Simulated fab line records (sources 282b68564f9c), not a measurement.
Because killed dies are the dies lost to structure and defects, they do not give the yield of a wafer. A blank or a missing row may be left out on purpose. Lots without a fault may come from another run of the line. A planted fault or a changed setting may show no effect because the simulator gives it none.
Which tool is to blame? -- flow ritCmos -- 7 lots, 21 wafers sampled, at 2 steps of a route of 202

WHAT EACH GAUGE READ, for each wafer
RIT_ACTIVE_THK_MEAS_04.
lot,measured,on,ACTIVE_NITRIDE_THK (nm)
L472,day 1 23:32,filmMetro-04,148.7 148.0 150.1
L474,day 2 12:55,filmMetro-01,151.5 150.8 151.8
L477,day 3 01:41,filmMetro-04,151.8 153.1 152.2
L481,day 3 21:19,filmMetro-01,149.7 148.8 150.2
L487,day 5 02:32,filmMetro-01,149.4 150.3 150.5
L491,day 5 23:14,filmMetro-02,152.6 150.8 151.3
L493,day 6 09:27,filmMetro-04,147.9 148.9 148.5

WHICH TOOL RAN EACH LOT (tool, then ch and the chambers of the sampled wafers, then the start)
lot,RIT_ACTIVE_CVD_03
L472,"lpcvd-02 ch 1, day 1 22:07"
L474,"lpcvd-02 ch 1, day 2 11:29"
L477,"lpcvd-01 ch 0, day 3 00:15"
L481,"lpcvd-02 ch 1, day 3 19:11"
L487,"lpcvd-02 ch 0, day 5 01:07"
L491,"lpcvd-02 ch 0, day 5 21:48"
L493,"lpcvd-02 ch 0, day 6 08:02"
- RIT_ACTIVE_CVD_03: deposits Si3N4 from SiH2Cl2/NH3, target thk 150 nm, time 1500 s.

THE ANSWER, worked out from the rows above alone
Rule: what is usual is taken from the lots themselves. Put in order of their means at a reading, lots are off if they are a third of the lots or fewer, leave a main group of 4 or more, and stand apart from it by a gap of 3 or more times the standard deviation of the main group's means; of several such gaps the widest counts. A main group is skipped when, at the precision printed for the reading in the tables above, its means are all equal. Also off: a lot with no number at a reading for which 4 or more lots have one. All remaining lots with rows at the step are treated as sound.
Nothing can be told from this: no lot is off at any reading shown.

WHAT HAD BEEN PUT IN BY THE SIMULATOR
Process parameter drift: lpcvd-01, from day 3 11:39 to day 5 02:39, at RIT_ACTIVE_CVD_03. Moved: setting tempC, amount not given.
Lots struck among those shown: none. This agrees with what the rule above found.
